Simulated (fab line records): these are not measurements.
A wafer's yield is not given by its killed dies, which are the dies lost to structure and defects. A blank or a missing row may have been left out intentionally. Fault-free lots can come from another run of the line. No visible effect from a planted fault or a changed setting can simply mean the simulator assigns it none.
Which tool did it?	flow berkeley-cmos170	Sampling: 14 lots, 42 wafers, 4 of 331 route steps

== WHAT EACH GAUGE READ, for each wafer ==
UCB170_M2_OVL_MEAS_16. Usual: for M2_OVL the level is 5 nm and the standard deviation is 5.1.
lot	measured	on	M2_OVL (nm)	flag
L824	day 7 11:31	overlay-02	6 11 6	
L826	day 7 11:46	overlay-01	11 6 5	
L823	day 7 12:01	overlay-01	1 2 -1	
L827	day 7 19:03	overlay-01	-2 4 -2	
L828	day 8 00:51	overlay-01	-3 10 8	
L831	day 8 16:58	overlay-02	3 8 10	
L830	day 8 17:12	overlay-01	4 8 2	
L833	day 9 01:21	overlay-02	5 6 3	
L832	day 9 01:31	overlay-02	7 0 5	
L836	day 9 19:11	overlay-02	9 5 -2	
L839	day 10 22:28	overlay-02	5 -2 4	
L842	day 11 10:34	overlay-01	4 3 -1	
L844	day 11 17:00	overlay-02	-10 -1 -1	
L845	day 12 03:38	overlay-02	2 3 -5	

UCB170_M3_BOW_MEAS_20. Usual: for M3_BOW the level is 36 um and the standard deviation is 7.1.
lot	measured	on	M3_BOW (um)	flag
L824	day 7 17:50	film-metro-03	38 31 42	
L826	day 7 17:59	film-metro-02	35 30 30	
L823	day 7 18:37	film-metro-02	31 39 32	
L827	day 8 00:55	film-metro-02	40 18 37	
L828	day 8 07:05	film-metro-03	42 29 28	
L831	day 8 23:08	film-metro-01	44 47 35	
L830	day 9 03:02	film-metro-01	41 25 35	
L833	day 9 06:58	film-metro-01	33 47 38	
L832	day 9 08:03	film-metro-01	45 43 41	
L836	day 10 01:14	film-metro-02	28 40 42	
L839	day 11 07:16	film-metro-01	44 27 15	
L842	day 11 15:52	film-metro-03	37 43 31	
L844	day 11 22:46	film-metro-02	32 54 35	
L845	day 12 09:25	film-metro-03	28 38 37	

== WHICH TOOL RAN EACH LOT (tool, then ch and the chambers of the sampled wafers, then the start) ==
lot	UCB170_CONTACT_ETCH_18	UCB170_M3_SPUTTER_01
L824	rie-diel-02 ch 0,2, day 7 11:31 or earlier	pvd-sputter-03, day 7 14:28
L826	rie-diel-04 ch 0,2,3, day 7 11:46 or earlier	pvd-sputter-04, day 7 14:45
L823	rie-diel-01 ch 0,3, day 7 12:01 or earlier	pvd-sputter-02, day 7 15:02
L827	rie-diel-04 ch 0,1,3, day 7 19:03 or earlier	pvd-sputter-04, day 7 22:08
L828	rie-diel-02 ch 1,2,3, day 8 00:51 or earlier	pvd-sputter-03, day 8 03:49
L831	rie-diel-02 ch 1,2,3, day 8 16:58 or earlier	pvd-sputter-03, day 8 20:29
L830	rie-diel-01 ch 1,2, day 8 17:12 or earlier	pvd-sputter-04, day 8 20:36
L833	rie-diel-02 ch 0,1,3, day 9 01:21 or earlier	pvd-sputter-03, day 9 04:29
L832	rie-diel-04 ch 2,3, day 9 01:31 or earlier	pvd-sputter-04, day 9 05:21
L836	rie-diel-01 ch 1,2,3, day 9 19:11 or earlier	pvd-sputter-03, day 9 22:38
L839	rie-diel-01 ch 0,3, day 10 22:28 or earlier	pvd-sputter-04, day 11 01:41
L842	rie-diel-02 ch 0,2, day 11 10:34 or earlier	pvd-sputter-04, day 11 13:23
L844	rie-diel-04 ch 0,1, day 11 17:00 or earlier	pvd-sputter-03, day 11 20:10
L845	rie-diel-04 ch 0,1,3, day 12 03:38 or earlier	pvd-sputter-03, day 12 06:44
- UCB170_CONTACT_ETCH_18: etches PSG in CHF3/CF4/Ar, stops on TiSi2, target depth 840 nm, time 195 s.
- UCB170_M3_SPUTTER_01: material Al, target thk 900 nm, time 120 s.

== AS READ BY THE TOOLS THEMSELVES (means over the sampled wafers that have a number; for cases with no such wafer, the mark the record gives instead) ==
UCB170_CONTACT_ETCH_18. Usual: drypump-motor-current-A 5.8 A, standard deviation 0.44; oes-product-au 0.894 a.u., standard deviation 0.016; throttle-valve-pct 6.94 %, standard deviation 0.081.
lot	tool	drypump-motor-current-A (A)	oes-product-au (a.u.)	throttle-valve-pct (%)	flag
L824	rie-diel-02	6.0	0.898	6.88	
L826	rie-diel-04	5.8	0.905	7.02	
L823	rie-diel-01	5.4	0.885	6.91	
L827	rie-diel-04	5.8	0.895	6.98	
L828	rie-diel-02	5.9	0.886	6.91	
L831	rie-diel-02	5.9	0.898	6.91	
L830	rie-diel-01	6.1	0.871	6.95	
L833	rie-diel-02	5.7	0.893	6.90	
L832	rie-diel-04	5.7	0.899	6.99	
L836	rie-diel-01	5.7	0.894	6.95	
L839	rie-diel-01	5.4	0.893	6.91	
L842	rie-diel-02	6.0	0.904	6.88	
L844	rie-diel-04	6.0	0.890	6.92	
L845	rie-diel-04	5.9	0.898	6.97	

UCB170_M3_SPUTTER_01. Usual: 30.0 % for throttle-valve-pct, sd 1.
lot	tool	throttle-valve-pct (%)	flag
L824	pvd-sputter-03	29.7	
L826	pvd-sputter-04	29.1	
L823	pvd-sputter-02	30.1	
L827	pvd-sputter-04	29.9	
L828	pvd-sputter-03	30.7	
L831	pvd-sputter-03	31.2	
L830	pvd-sputter-04	29.2	
L833	pvd-sputter-03	29.7	
L832	pvd-sputter-04	30.5	
L836	pvd-sputter-03	29.9	
L839	pvd-sputter-04	30.0	
L842	pvd-sputter-04	29.4	
L844	pvd-sputter-03	29.8	
L845	pvd-sputter-03	29.3	

== THE ANSWER, worked out from the rows above alone ==
Rule: lot off if the mean of its wafers having a number is beyond 3 standard deviations from the usual mean. A lot without any number at a reading at which 4 lots or more have one is off too. Where the step has rows for the other lots, those lots are counted as sound. After the gauges, taken in route order, come the tools' own readings; for these a lot's mean is taken, as printed above. At the first step where some lot is off, the reading lying furthest off is the one used; lots without a number count as furthest.
Across all readings shown, no lot is off: no conclusion can be drawn from this.

== WHAT WAS PUT IN BY THE SIMULATOR ==
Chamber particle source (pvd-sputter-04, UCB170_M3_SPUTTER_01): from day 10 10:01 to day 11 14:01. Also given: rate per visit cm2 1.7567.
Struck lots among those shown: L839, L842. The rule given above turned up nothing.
